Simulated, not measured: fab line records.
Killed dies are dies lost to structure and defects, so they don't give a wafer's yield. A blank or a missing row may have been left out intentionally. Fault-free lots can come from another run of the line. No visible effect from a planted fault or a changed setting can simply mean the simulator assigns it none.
fab line records ; flow rit_cmos
[record] lots = 11; wafers = 33; last_day = 7
route steps=202 shown FOX1@21 NWELL@36 NLDD@112 PLDD@123 M1@202
lots that met no fault: taken from a fault-free run of the same line
start_h: hours from the record's opening day to when the first of the lot's shown wafers began ; wait_h: time in hours since the lot's previous step ; " unchanged from the row above ; L1.1+2: a single row standing in for several wafers ; - value missing, or start not given ; * or withheld: withheld ; < > ~ a bound
route shown NAME@n: names a module that has steps shown in the file, with the first one's number in the route ; usual: mean and standard deviation over wafers with no fault ; same: alike in all rows ; chamber/n: place in a boat ; sites: readings site by site ; _std_site: the standard deviation of these ; _edge_site: outer sites' mean less inner sites' ; radius_mm: for every site, how far away it sits from the centre of the wafer ; mask NAME#n: copy n ; behind: the tool/chamber that last shaped the wafer ; hold: the reason the lot was held/the length of the hold in hours/how it ended ; device: the n, p or np transistor that did not switch ; end of line: the same wafers' tests at the end of the route ; a step given without rows: its recipe and nothing more ; killed: the dies lost at the first sort to structure and to defects; this is not the yield of the wafer ; map: the dies of a wafer, with x for killed, . for not killed, _ for no die there
set.NAME: the run value of the setting; set.NAME@STEP: its run value at that earlier step ; model.NAME: the simulator's own value behind a step, which no gauge read
a sample of lots followed through the steps of the route, with each step as a table and each wafer as a row
services: a tool's chamber out of use, with start hour (start_h, from the record's first day; less than 0 if before it), hours out, and reason
[[steps]]
[step RIT_FOX1_THK_MEAS_01]
[recipe] reads = SiO2_of_FOX1_OXIDATION_00
[usual] FOX1_OXIDE_THK = 351/9.6
lot.wafer;tool;chamber;start_h;wait_h;FOX1_OXIDE_THK[nm]
L227.2;film_metro-02;-;17.87;0.0;347
L227.4;film_metro-02;-;17.87;0.0;346
L227.5;film_metro-02;-;17.87;0.0;350
L228.1;film_metro-02;-;23.05;0.0;356
L228.4;film_metro-02;-;23.05;0.0;359
L228.6;film_metro-02;-;23.05;0.0;356
L229.1;film_metro-02;-;29.16;0.0;357
L229.3;film_metro-02;-;29.16;0.0;355
L229.5;film_metro-02;-;29.16;0.0;364
L237.4;film_metro-01;-;69.32;0.0;340
L237.5;film_metro-01;-;69.32;0.0;344
L237.6;film_metro-01;-;69.32;0.0;350
L238.1;film_metro-02;-;73.61;0.0;349
L238.3;film_metro-02;-;73.61;0.0;357
L238.5;film_metro-02;-;73.61;0.0;356
L240.1;film_metro-02;-;83.28;0.0;355
L240.2;film_metro-02;-;83.28;0.0;358
L240.6;film_metro-02;-;83.28;0.0;360
L242.1;film_metro-01;-;92.15;0.0;356
L242.2;film_metro-01;-;92.15;0.0;353
L242.5;film_metro-01;-;92.15;0.0;355
L246.2;film_metro-04;-;115.32;0.0;360
L246.3;film_metro-04;-;115.32;0.0;350
L246.4;film_metro-04;-;115.32;0.0;349
L247.2;film_metro-01;-;117.21;0.0;361
L247.3;film_metro-01;-;117.21;0.0;358
L247.5;film_metro-01;-;117.21;0.0;366
L249.1;film_metro-04;-;128.10;0.0;365
L249.2;film_metro-04;-;128.10;0.0;359
L249.6;film_metro-04;-;128.10;0.0;364
L250.2;film_metro-01;-;134.56;0.0;362
L250.3;film_metro-01;-;134.56;0.0;355
L250.4;film_metro-01;-;134.56;0.0;361
[step RIT_NWELL_IMPLANT_08]
[recipe] species = P; energy_kev = 170; dose_cm2 = 5e+13; tilt_deg = 7
[usual] beam_energy_keV = 170.00/0.051; tilt_deg = 6.999/0.022
lot.wafer;tool;chamber;start_h;wait_h;beam_energy_keV;tilt_deg
L227.2;implanter-01;0;21.61;0.2;169.97;6.984
L227.4;implanter-01;0;21.61;0.2;169.94;6.989
L227.5;implanter-01;0;21.61;0.2;169.92;7.005
L228.1;implanter-03;0;26.73;0.2;170.12;6.980
L228.4;implanter-03;0;26.73;0.2;170.08;6.960
L228.6;implanter-03;0;26.73;0.2;170.01;6.983
L229.1;implanter-03;0;32.85;0.2;169.90;6.968
L229.3;implanter-03;0;32.85;0.2;170.03;6.979
L229.5;implanter-03;0;32.85;0.2;169.97;7.008
L237.4;implanter-03;0;73.06;0.2;139.32;6.990
L237.5;implanter-03;0;73.06;0.2;139.41;7.012
L237.6;implanter-03;0;73.06;0.2;139.40;6.984
L238.1;implanter-03;0;77.37;0.2;139.41;6.994
L238.3;implanter-03;0;77.37;0.2;139.45;7.003
L238.5;implanter-03;0;77.37;0.2;139.43;7.003
L240.1;implanter-02;0;87.11;0.2;169.98;6.981
L240.2;implanter-02;0;87.11;0.2;169.93;6.998
L240.6;implanter-02;0;87.11;0.2;169.94;6.973
L242.1;implanter-02;0;95.81;0.2;170.03;6.990
L242.2;implanter-02;0;95.81;0.2;170.00;6.984
L242.5;implanter-02;0;95.81;0.2;170.04;6.994
L246.2;implanter-01;0;120.13;0.2;170.05;7.000
L246.3;implanter-01;0;120.13;0.2;170.03;7.003
L246.4;implanter-01;0;120.13;0.2;170.06;7.012
L247.2;implanter-02;0;121.32;0.2;169.90;6.971
L247.3;implanter-02;0;121.32;0.2;169.95;6.958
L247.5;implanter-02;0;121.32;0.2;169.95;6.981
L249.1;implanter-02;0;131.91;0.2;169.96;6.996
L249.2;implanter-02;0;131.91;0.2;170.06;6.977
L249.6;implanter-02;0;131.91;0.2;170.03;6.976
L250.2;implanter-02;0;139.06;0.2;169.99;6.985
L250.3;implanter-02;0;139.06;0.2;170.02;6.962
L250.4;implanter-02;0;139.06;0.2;170.01;6.960
[step RIT_NWELL_TW_MEAS_10]
[usual] NWELL_TW = 2137/9.7
lot.wafer;tool;chamber;start_h;wait_h;NWELL_TW
L227.2;film_metro-02;-;21.92;0.1;2145
L227.4;film_metro-02;-;21.92;0.1;2144
L227.5;film_metro-02;-;21.92;0.1;2140
L228.1;film_metro-01;-;27.05;0.1;2146
L228.4;film_metro-01;-;27.05;0.1;2144
L228.6;film_metro-01;-;27.05;0.1;2142
L229.1;film_metro-01;-;33.17;0.1;2143
L229.3;film_metro-01;-;33.17;0.1;2150
L229.5;film_metro-01;-;33.17;0.1;2145
L237.4;film_metro-03;-;73.34;0.1;2042
L237.5;film_metro-03;-;73.34;0.1;2029
L237.6;film_metro-03;-;73.34;0.1;2049
L238.1;film_metro-01;-;77.69;0.1;2051
L238.3;film_metro-01;-;77.69;0.1;2046
L238.5;film_metro-01;-;77.69;0.1;2068
L240.1;film_metro-02;-;87.43;0.1;2138
L240.2;film_metro-02;-;87.43;0.1;2162
L240.6;film_metro-02;-;87.43;0.1;2148
L242.1;film_metro-01;-;96.14;0.1;2126
L242.2;film_metro-01;-;96.14;0.1;2146
L242.5;film_metro-01;-;96.14;0.1;2139
L246.2;film_metro-01;-;120.44;0.1;2137
L246.3;film_metro-01;-;120.44;0.1;2132
L246.4;film_metro-01;-;120.44;0.1;2133
L247.2;film_metro-02;-;121.63;0.1;2153
L247.3;film_metro-02;-;121.63;0.1;2150
L247.5;film_metro-02;-;121.63;0.1;2142
L249.1;film_metro-02;-;132.23;0.1;2147
L249.2;film_metro-02;-;132.23;0.1;2153
L249.6;film_metro-02;-;132.23;0.1;2148
L250.2;film_metro-03;-;139.37;0.1;2133
L250.3;film_metro-03;-;139.37;0.1;2141
L250.4;film_metro-03;-;139.37;0.1;2131
[step RIT_NLDD_STRIP_09]
[recipe] chemistry = O2; time_s = 180; resist = NOVOLAK; platen_temp_c = withheld; power_w = 500; pressure_mtorr = 4000; o2_flow_sccm = 4000
[usual] drypump_motor_current_A = 5.6/0.37
lot.wafer;tool;chamber;start_h;wait_h;drypump_motor_current_A;rf_hours_counter_h
L227.2;plasma_asher-04;1;43.89;0.1;5.3;25
L227.4;plasma_asher-04;1;43.89;0.1;5.3;-
L227.5;plasma_asher-04;0;43.89;0.1;6.1;-
L228.1;plasma_asher-04;0;47.89;0.1;6.1;25
L228.4;plasma_asher-04;0;47.89;0.1;6.1;-
L228.6;plasma_asher-04;0;47.89;0.1;6.1;-
L229.1;plasma_asher-04;0;58.61;0.1;6.1;26
L229.3;plasma_asher-04;1;58.61;0.1;5.3;-
L229.5;plasma_asher-04;1;58.61;0.1;5.3;-
L237.4;plasma_asher-01;1;96.55;0.1;5.8;-
L237.5;plasma_asher-01;0;96.55;0.1;5.9;-
L237.6;plasma_asher-01;1;96.55;0.1;5.8;-
L238.1;plasma_asher-03;1;100.37;0.1;5.4;45
L238.3;plasma_asher-03;1;100.37;0.1;5.5;-
L238.5;plasma_asher-03;0;100.37;0.1;5.1;-
L240.1;plasma_asher-03;0;111.01;0.1;5.1;47
L240.2;plasma_asher-03;1;111.01;0.1;5.5;47
L240.6;plasma_asher-03;0;111.01;0.1;5.1;-
L242.1;plasma_asher-01;1;118.15;0.1;5.8;0
L242.2;plasma_asher-01;0;118.15;0.1;5.9;0
L242.5;plasma_asher-01;0;118.15;0.1;5.9;-
L246.2;plasma_asher-04;0;141.14;0.1;6.1;36
L246.3;plasma_asher-04;1;141.14;0.1;5.2;-
L246.4;plasma_asher-04;0;141.14;0.1;6.1;-
L247.2;plasma_asher-03;1;143.81;0.1;5.5;51
L247.3;plasma_asher-03;1;143.81;0.1;5.5;-
L247.5;plasma_asher-03;1;143.81;0.1;5.5;-
L249.1;plasma_asher-03;1;153.62;0.1;5.5;52
L249.2;plasma_asher-03;0;153.62;0.1;5.1;52
L249.6;plasma_asher-03;1;153.62;0.1;5.5;-
L250.2;plasma_asher-01;1;160.94;0.1;5.8;5
L250.3;plasma_asher-01;0;160.94;0.1;5.9;-
L250.4;plasma_asher-01;1;160.94;0.1;5.8;-
[step RIT_PLDD_STRIP_09]
[recipe] chemistry = O2; time_s = 180; resist = NOVOLAK; platen_temp_c = withheld; power_w = 500; pressure_mtorr = 4000; o2_flow_sccm = 4000
[usual] drypump_motor_current_A = 5.4/0.37
lot.wafer;tool;chamber;start_h;wait_h;drypump_motor_current_A;rf_hours_counter_h
L227.2;plasma_asher-03;0;45.44;0.1;5.1;40
L227.4;plasma_asher-03;0;45.44;0.1;5.1;-
L227.5;plasma_asher-03;0;45.44;0.1;5.1;-
L228.1;plasma_asher-02;1;49.56;0.1;4.9;40
L228.4;plasma_asher-02;1;49.56;0.1;4.9;-
L228.6;plasma_asher-02;0;49.56;0.1;5.7;-
L229.1;plasma_asher-02;1;60.12;0.1;4.9;40
L229.3;plasma_asher-02;0;60.12;0.1;5.6;-
L229.5;plasma_asher-02;0;60.12;0.1;5.6;-
L237.4;plasma_asher-03;0;97.97;0.1;5.2;-
L237.5;plasma_asher-03;0;97.97;0.1;5.1;-
L237.6;plasma_asher-03;1;97.97;0.1;5.5;-
L238.1;plasma_asher-03;0;101.79;0.1;5.1;46
L238.3;plasma_asher-03;0;101.79;0.1;5.1;-
L238.5;plasma_asher-03;1;101.79;0.1;5.5;-
L240.1;plasma_asher-04;1;112.59;0.1;5.3;33
L240.2;plasma_asher-04;0;112.59;0.1;6.1;33
L240.6;plasma_asher-04;1;112.59;0.1;5.2;-
L242.1;plasma_asher-03;1;119.70;0.1;5.5;48
L242.2;plasma_asher-03;0;119.70;0.1;5.1;48
L242.5;plasma_asher-03;1;119.70;0.1;5.5;-
L246.2;plasma_asher-04;1;142.56;0.1;5.3;36
L246.3;plasma_asher-04;0;142.56;0.1;6.1;-
L246.4;plasma_asher-04;1;142.56;0.1;5.2;-
L247.2;plasma_asher-02;1;145.36;0.1;4.9;49
L247.3;plasma_asher-02;0;145.36;0.1;5.6;-
L247.5;plasma_asher-02;0;145.36;0.1;5.6;-
L249.1;plasma_asher-02;1;155.20;0.1;4.9;50
L249.2;plasma_asher-02;0;155.20;0.1;5.6;50
L249.6;plasma_asher-02;1;155.20;0.1;4.9;-
L250.2;plasma_asher-02;1;162.37;0.1;4.9;51
L250.3;plasma_asher-02;0;162.37;0.1;5.6;-
L250.4;plasma_asher-02;1;162.37;0.1;4.9;-
[step RIT_M1_PROBE_99]
[usual] killed_at_front_end = 7/3.1; killed_dies = 7/3.1; killed_open = 3.5/2; killed_short = 3.3/2
[same] gross_dies = 264; killed_at_M0_to_M3 = 0; killed_at_M4_up = 0; killed_at_back_side = 0; killed_at_contacts = 0; killed_at_other = 0
lot.wafer;tool;chamber;start_h;wait_h;killed_at_front_end;killed_dies;killed_open;killed_short
L227.2;prober-02;-;60.72;0.1;14;14;9;5
L227.4;prober-02;-;60.82;0.2;5;5;2;3
L227.5;prober-02;-;60.87;0.2;6;6;4;2
L228.1;prober-01;-;63.36;0.1;9;9;4;5
L228.4;prober-01;-;63.51;0.2;5;5;3;2
L228.6;prober-01;-;63.61;0.2;8;8;6;2
L229.1;prober-02;-;74.34;0.1;6;6;2;4
L229.3;prober-02;-;74.44;0.2;5;5;2;3
L229.5;prober-02;-;74.54;0.2;5;5;3;2
L237.4;prober-02;-;114.28;0.2;7;7;2;5
L237.5;prober-02;-;114.33;0.2;6;6;3;3
L237.6;prober-02;-;114.38;0.2;9;9;5;4
L238.1;prober-01;-;118.94;0.1;5;5;1;4
L238.3;prober-01;-;119.04;0.2;10;10;3;7
L238.5;prober-01;-;119.14;0.2;4;4;2;2
L240.1;prober-01;-;126.41;0.1;9;9;4;5
L240.2;prober-01;-;126.46;0.1;10;10;5;5
L240.6;prober-01;-;126.66;0.2;10;10;4;6
L242.1;prober-01;-;133.35;0.1;7;7;5;2
L242.2;prober-01;-;133.40;0.1;7;7;6;1
L242.5;prober-01;-;133.55;0.2;6;6;3;3
L246.2;prober-01;-;156.64;0.1;5;5;2;3
L246.3;prober-01;-;156.69;0.2;5;5;1;4
L246.4;prober-01;-;156.74;0.2;7;7;3;4
L247.2;prober-02;-;159.04;0.1;6;6;3;3
L247.3;prober-02;-;159.09;0.2;3;3;2;1
L247.5;prober-02;-;159.19;0.2;4;4;2;2
L249.1;prober-02;-;170.96;0.1;7;7;4;3
L249.2;prober-02;-;171.01;0.1;6;6;5;1
L249.6;prober-02;-;171.21;0.2;8;8;5;3
L250.2;prober-01;-;176.27;0.1;7;7;2;5
L250.3;prober-01;-;176.32;0.2;13;13;9;4
L250.4;prober-01;-;176.37;0.2;5;5;3;2
// killed by level:class
L227.2 FOX1:geometric_particle:short=3 FOX1:geometric_particle:open=2 GATE:geometric_particle:open=2 SILICIDE:geometric_particle:open=2 FOX2:geometric_particle:open=1 REOX:geometric_particle:open=1 REOX:geometric_particle:short=1 SPACER:geometric_particle:open=1
L227.4 FOX1:geometric_particle:open=1 GATE:geometric_particle:short=1 REOX:geometric_particle:short=1 SPACER:geometric_particle:open=1 SILICIDE:geometric_particle:short=1
L227.5 FOX2:geometric_particle:open=2 FOX1:geometric_particle:open=1 GATE:geometric_particle:short=1 REOX:geometric_particle:open=1 REOX:geometric_particle:short=1
L228.1 FOX2:geometric_particle:short=2 GATE:geometric_particle:short=2 GATE:geometric_particle:open=2 FOX1:geometric_particle:open=1 SPACER:geometric_particle:short=1 SPACER:geometric_particle:open=1
L228.4 SPACER:geometric_particle:open=2 FOX1:geometric_particle:short=1 GATE:geometric_particle:short=1 GATE:geometric_particle:open=1
L228.6 GATE:geometric_particle:open=3 SPACER:geometric_particle:open=2 FOX2:geometric_particle:open=1 GATE:geometric_particle:short=1 SPACER:geometric_particle:short=1
L229.1 SPACER:geometric_particle:open=2 FOX1:geometric_particle:short=1 FOX2:geometric_particle:short=1 GATE:geometric_particle:short=1 SPACER:geometric_particle:short=1
L229.3 GATE:geometric_particle:short=3 GATE:geometric_particle:open=1 REOX:geometric_particle:open=1
L229.5 GATE:geometric_particle:open=2 REOX:geometric_particle:open=1 REOX:geometric_particle:short=1 SPACER:geometric_particle:short=1
L237.4 SILICIDE:geometric_particle:short=2 FOX1:geometric_particle:short=1 GATE:geometric_particle:short=1 REOX:geometric_particle:open=1 REOX:geometric_particle:short=1 SILICIDE:geometric_particle:open=1
L237.5 SILICIDE:geometric_particle:short=3 GATE:geometric_particle:open=2 SILICIDE:geometric_particle:open=1
L237.6 GATE:geometric_particle:open=3 FOX1:geometric_particle:open=2 SPACER:geometric_particle:short=2 GATE:geometric_particle:short=1 REOX:geometric_particle:short=1
L238.1 REOX:geometric_particle:short=2 GATE:geometric_particle:short=1 SPACER:geometric_particle:short=1 SILICIDE:geometric_particle:open=1
L238.3 GATE:geometric_particle:short=4 GATE:geometric_particle:open=2 REOX:geometric_particle:short=2 FOX1:geometric_particle:open=1 SILICIDE:geometric_particle:short=1
L238.5 FOX1:geometric_particle:short=1 FOX2:geometric_particle:open=1 GATE:geometric_particle:short=1 GATE:geometric_particle:open=1
L240.1 GATE:geometric_particle:open=3 FOX1:geometric_particle:short=1 FOX2:geometric_particle:short=1 REOX:geometric_particle:short=1 REOX:geometric_particle:open=1 SPACER:geometric_particle:short=1 SILICIDE:geometric_particle:short=1
L240.2 FOX1:geometric_particle:open=2 SPACER:geometric_particle:open=2 SPACER:geometric_particle:short=1 FOX1:geometric_particle:short=1 FOX2:geometric_particle:short=1 GATE:geometric_particle:short=1 REOX:geometric_particle:open=1 REOX:geometric_particle:short=1
L240.6 GATE:geometric_particle:short=4 REOX:geometric_particle:open=2 FOX1:geometric_particle:open=1 FOX1:geometric_particle:short=1 FOX2:geometric_particle:short=1 SILICIDE:geometric_particle:open=1
L242.1 ACTIVE:geometric_particle:open=1 FOX1:geometric_particle:open=1 FOX2:geometric_particle:open=1 GATE:geometric_particle:short=1 REOX:geometric_particle:short=1 REOX:geometric_particle:open=1 SPACER:geometric_particle:open=1
L242.2 GATE:geometric_particle:open=3 SILICIDE:geometric_particle:open=2 FOX1:geometric_particle:open=1 SPACER:geometric_particle:short=1
L242.5 FOX2:geometric_particle:short=2 FOX2:geometric_particle:open=1 GATE:geometric_particle:open=1 GATE:geometric_particle:short=1 REOX:geometric_particle:open=1
L246.2 GATE:geometric_particle:open=2 ACTIVE:geometric_particle:short=1 REOX:geometric_particle:short=1 SPACER:geometric_particle:short=1
L246.3 GATE:geometric_particle:short=2 REOX:geometric_particle:short=1 SILICIDE:geometric_particle:short=1 SILICIDE:geometric_particle:open=1
L246.4 GATE:geometric_particle:open=3 SILICIDE:geometric_particle:short=2 FOX2:geometric_particle:short=1 REOX:geometric_particle:short=1
L247.2 GATE:geometric_particle:open=3 GATE:geometric_particle:short=2 FOX1:geometric_particle:short=1
L247.3 FOX1:geometric_particle:short=1 FOX2:geometric_particle:open=1 REOX:geometric_particle:open=1
L247.5 FOX1:geometric_particle:short=2 GATE:geometric_particle:open=1 SPACER:geometric_particle:open=1
L249.1 GATE:geometric_particle:open=3 FOX1:geometric_particle:short=2 FOX1:geometric_particle:open=1 SILICIDE:geometric_particle:short=1
L249.2 GATE:geometric_particle:open=2 FOX2:geometric_particle:open=1 GATE:geometric_particle:short=1 REOX:geometric_particle:open=1 SILICIDE:geometric_particle:open=1
L249.6 REOX:geometric_particle:open=2 SILICIDE:geometric_particle:open=2 FOX2:geometric_particle:short=1 REOX:geometric_particle:short=1 SPACER:geometric_particle:short=1 SPACER:geometric_particle:open=1
L250.2 FOX1:geometric_particle:short=4 GATE:geometric_particle:short=1 REOX:geometric_particle:open=1 SPACER:geometric_particle:open=1
L250.3 GATE:geometric_particle:open=5 GATE:geometric_particle:short=3 REOX:geometric_particle:open=2 FOX1:geometric_particle:open=1 FOX1:geometric_particle:short=1 SPACER:geometric_particle:open=1
L250.4 FOX1:geometric_particle:short=2 GATE:geometric_particle:open=2 SPACER:geometric_particle:open=1
[[services]]
tool;chamber;start_h;hours;kind
implanter-01;-;7.47;5.2;pm
implanter-03;-;67.24;5.5;repair
plasma_asher-02;-;75.76;0.5;repair
plasma_asher-01;-;81.88;3.2;repair
plasma_asher-01;-;108.75;9.0;pm
plasma_asher-01;0;108.75;9.0;vent_cycle
plasma_asher-01;1;108.75;9.0;vent_cycle
plasma_asher-01;-;110.76;0.7;repair
plasma_asher-01;0;117.75;-;clean
plasma_asher-01;1;117.75;-;clean
plasma_asher-02;-;124.14;9.8;repair
implanter-02;-;128.18;0.7;repair
[[key]]
[first_sign] step = RIT_NWELL_IMPLANT_08; reading = beam_energy_keV; direction = down; sigmas = 99+; usual = 170.00; struck = 139.40
[effect] step = RIT_NWELL_TW_MEAS_10; reading = NWELL_TW; direction = down; sigmas = 9.2; usual = 2137; struck = 2048
met_at RIT_NWELL_IMPLANT_08
struck_lots L237,L238
tester_left_out L237,L238
not_acting_at RIT_FOX1_THK_MEAS_01,RIT_NLDD_STRIP_09,RIT_PLDD_STRIP_09
onset_between 32.85 73.06
[earlier_fault] kind = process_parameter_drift; tool = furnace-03; chamber = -; onset_h = 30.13; steps = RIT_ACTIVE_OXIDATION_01; channel = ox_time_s; offset = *; shape = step; end_h = 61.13; acts_in = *; stated = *
[fault] kind = process_parameter_drift; tool = implanter-03; chamber = -; onset_h = 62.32; steps = RIT_NWELL_IMPLANT_08; channel = energy_kev; offset = -30.6; shape = step; end_h = 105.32; acts_in = these_recipes_only; stated = 170
// tester_left_out: of these lots the tester's yield and bins aren't shown, on N5 and GAA mostly nor the transistor test; their killed dies are dies lost to structure and defects alone, not to doping, threshold or leakage, so they don't give the yield
